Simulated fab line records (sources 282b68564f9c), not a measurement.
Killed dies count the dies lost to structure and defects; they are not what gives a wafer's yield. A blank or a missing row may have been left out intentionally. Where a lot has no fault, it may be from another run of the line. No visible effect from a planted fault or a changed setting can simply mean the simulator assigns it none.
Which tool is to blame? + flow ritCmos + Sampling: 7 lots, 21 wafers, 2 of 202 route steps

## WHAT THE GAUGES SHOWED, per wafer
RIT_PRETRO_OVL_MEAS_06.
| lot  | measured    | on         | PRETRO_OVL (nm) |
|------|-------------|------------|-----------------|
| L658 | day 2 18:04 | overlay-02 | 0.3 0.8 -0.1    |
| L661 | day 3 11:45 | overlay-01 | 0.9 2.3 1.8     |
| L664 | day 4 02:30 | overlay-01 | 1.2 0.5 0.7     |
| L666 | day 4 12:07 | overlay-01 | - - -           |
| L668 | day 4 23:05 | overlay-02 | - - -           |
| L674 | day 6 04:16 | overlay-01 | -1.1 0.1 -1.0   |
| L677 | day 6 18:26 | overlay-01 | -1.1 1.0 0.5    |

## WHAT TOOL EACH LOT RAN ON (gives the tool, then ch and the chambers of the sampled wafers, and finally the start)
| lot  | RIT_PRETRO_COAT_01              |
|------|---------------------------------|
| L658 | lithoTrack-03 ch 0, day 2 17:24 |
| L661 | lithoTrack-03 ch 0, day 3 10:57 |
| L664 | lithoTrack-03 ch 0, day 4 01:50 |
| L666 | lithoTrack-01, day 4 11:25      |
| L668 | lithoTrack-02, day 4 22:16      |
| L674 | lithoTrack-01 ch 0, day 6 01:26 |
| L677 | lithoTrack-01 ch 0, day 6 17:42 |
- RIT_PRETRO_COAT_01: resist thk 1300 nm.

## THE ANSWER, worked out from the rows above alone
Rule: the usual values come from the lots themselves. The widest of any qualifying gaps counts: lots, ordered by their means at a reading, are off when they make up no more than a third of the lots, leave a main group of 4 or more, and stand apart from it by 3 or more times the standard deviation of that group's means. A main group whose means are all the same, to the digits that the tables above print for the reading, isn't used. A lot without any number at a reading at which 4 lots or more have one is off too. Where the step has rows for the other lots, those lots are counted as sound.
Off: L666, L668, at RIT_PRETRO_OVL_MEAS_06 (PRETRO_OVL). Without a number there: L666, L668. Main group: mean 0.5 nm, sd 0.77.
A tool fits if, at a process step before that reading, it ran every lot that is off, and no sound lot after the first of them. The gauges at RIT_PRETRO_OVL_MEAS_06 are tried like those tools. No candidate that was tried fits.

## WHAT THE SIMULATOR HAD PUT IN
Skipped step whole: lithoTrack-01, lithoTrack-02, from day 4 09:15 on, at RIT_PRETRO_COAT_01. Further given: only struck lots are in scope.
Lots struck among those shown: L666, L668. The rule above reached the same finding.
